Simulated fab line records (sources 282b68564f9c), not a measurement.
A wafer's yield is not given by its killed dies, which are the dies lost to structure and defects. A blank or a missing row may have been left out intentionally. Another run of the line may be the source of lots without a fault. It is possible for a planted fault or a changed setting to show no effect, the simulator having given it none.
Comparing a struck lot with a sound one | flow ritCmos | 32 out of 202 route steps
Sound: these wafers, L292.1, L292.2, L292.4. Struck: wafers L295.2, L295.4, L295.6. Last of all comes the cause.
Order at every step that has rows: each side's tool, ch and its chambers, its first start. Under that, the readings that differ: sound wafers | struck wafers | difference of the means | sigmas: that difference in standard deviations of wafers without a fault.
alike: same words and numbers on both sides, and readings whose means sit less than 2 such deviations apart. not compared: any withheld reading, any reading some wafer has no value for, any bound like >300 that may hide the same value, and any number with overlapping values for which the record gives no deviation.
The two part at a step that has a row with sigmas, a row that says differs or no value, or rows on one side only. Numbers that don't overlap but have no deviation are shown without sigmas and don't part them. A reading missing from all wafers of one side parts the sides only when that side holds two or more wafers.

RIT_ACTIVE_BOW_MEAS_00:
  sound on filmMetro-01 at day 3 07:00; struck on filmMetro-01 at day 3 22:01
  alike: INCOMING_BOW
RIT_ACTIVE_OXIDATION_01: target thk 46.8 nm, ox time 3360 s.
  sound on furnace-01 ch 0, day 3 08:39; struck on furnace-04 ch 0, day 4 00:56
RIT_ACTIVE_THK_MEAS_02:
  sound on filmMetro-02 at day 3 10:35; struck on filmMetro-02 at day 4 02:52
reading               | sound          | struck         | difference | sigmas
ACTIVE_OXIDE_THK (nm) | 45.1 45.3 44.5 | 46.6 48.2 47.1 | +2.3       | +2
then, 1 step without rows for these wafers: RIT_ACTIVE_CVD_03 (deposits Si3N4 from SiH2Cl2/NH3, target thk 150 nm, time 1537 s).
RIT_ACTIVE_THK_MEAS_04:
  sound on filmMetro-02 at day 3 12:46; struck on filmMetro-01 at day 4 04:21
  alike: ACTIVE_NITRIDE_THK
then, 6 steps without rows for these wafers: RIT_ACTIVE_HMDS_05 (prime time 60 s); RIT_ACTIVE_COAT_06 (resist thk 991.5 nm); RIT_ACTIVE_SOFTBAKE_07 (time 60 s); RIT_ACTIVE_EXPOSE_08 (exposes mask M1, target cd 1400 nm); RIT_ACTIVE_PEB_09; RIT_ACTIVE_DEVELOP_10 (develop time 50 s).
RIT_ACTIVE_CD_MEAS_11: target cd 1400 nm.
  sound on cdSem-02 at day 3 13:41; struck on cdSem-02 at day 4 05:16
reading   | sound                | struck               | difference | sigmas
cdNm (nm) | 1392.5 1392.4 1395.1 | 1402.7 1404.0 1403.5 | +10.1      | +4
then, 1 step without rows for these wafers: RIT_ACTIVE_HARDBAKE_12 (time 60 s).
RIT_ACTIVE_ETCH_13: etches Si3N4 in SF6, stops on SiO2, time 210 s, target depth 210 nm.
  sound on rieDiel-04 ch 0,2,3, day 3 13:57; struck on rieDiel-04 ch 0,2, day 4 05:31
  alike: drypumpMotorCurrentA, oesProductAu, throttleValvePct
  not compared: rfHoursCounterH
RIT_ACTIVE_STRIP_14: strips in O2, time 180 s.
  sound on plasmaAsher-03 ch 0,1, day 3 14:05; struck on plasmaAsher-03 ch 0,1, day 4 05:39
  alike: drypumpMotorCurrentA
  not compared: rfHoursCounterH
RIT_ACTIVE_CD_MEAS_90: target cd 1400 nm.
  sound on cdSem-02 at day 3 14:16; struck on cdSem-02 at day 4 05:51
reading   | sound                | struck               | difference | sigmas
cdNm (nm) | 1392.6 1392.9 1395.1 | 1402.5 1404.3 1403.7 | +10.0      | +4
then, 4 steps without rows for these wafers: RIT_ACTIVE_CLEAN_15 (cleans in SC1, time 600 s); RIT_ACTIVE_CLEAN_16 (cleans in dHF, time 30 s); RIT_ACTIVE_CLEAN_17 (cleans in SC2, time 600 s); RIT_FOX1_OXIDATION_00 (target thk 350.7 nm, ox time 1130 s).
RIT_FOX1_THK_MEAS_01:
  sound on filmMetro-04 at day 3 16:44; struck on filmMetro-02 at day 4 10:26
  alike: FOX1_OXIDE_THK
then, 2 steps without rows for these wafers: RIT_FOX1_WET_ETCH_02 (etches SiO2 in BOE, target depth 350 nm, time 390 s); RIT_FOX2_OXIDATION_00 (target thk 350.7 nm, ox time 1130 s).
RIT_FOX2_THK_MEAS_01:
  sound on filmMetro-01 at day 3 18:22; struck on filmMetro-03 at day 4 13:34
  alike: FOX2_OXIDE_THK
then, 2 steps without rows for these wafers: RIT_FOX2_CLEAN_02 (cleans in dHF, time 180 s); RIT_FOX2_WET_ETCH_03 (etches Si3N4 in H3PO4, target depth 195 nm, time 2700 s).
RIT_FOX2_THK_MEAS_90:
  sound on filmMetro-02 at day 3 19:14; struck on filmMetro-03 at day 4 14:31
  alike: FIELD_OXIDE_LEFT_1_THK
then, 4 steps without rows for these wafers: RIT_NWELL_HMDS_00 (prime time 58.79 s); RIT_NWELL_COAT_01 (resist thk 1300 nm); RIT_NWELL_SOFTBAKE_02 (time 60 s); RIT_NWELL_EXPOSE_03 (exposes mask M2, target cd 43900 nm).
-- the record jumps here: 2 days lie between the struck wafers' starts before and after (it left off in module NWELL and takes up again in module M1, whose first step shown is number 202 of the route) --
RIT_M1_PROBE_99:
  sound on prober-01 at day 5 22:52; struck on prober-02 at day 6 21:41
reading          | sound | struck      | difference | sigmas
killedAtFrontEnd | 9 8 6 | 179 178 166 | +167       | +60
killedDies       | 9 8 6 | 179 179 166 | +167       | +58
killedOnRim      | 4 4 3 | 44 48 48    | +43        | +29
  alike: killedAtContacts, killedOpen, killedShort

## WHERE THEY PART
At RIT_ACTIVE_THK_MEAS_02 first; at RIT_M1_PROBE_99 last (within this record only).

WHY: whatever the simulator had introduced
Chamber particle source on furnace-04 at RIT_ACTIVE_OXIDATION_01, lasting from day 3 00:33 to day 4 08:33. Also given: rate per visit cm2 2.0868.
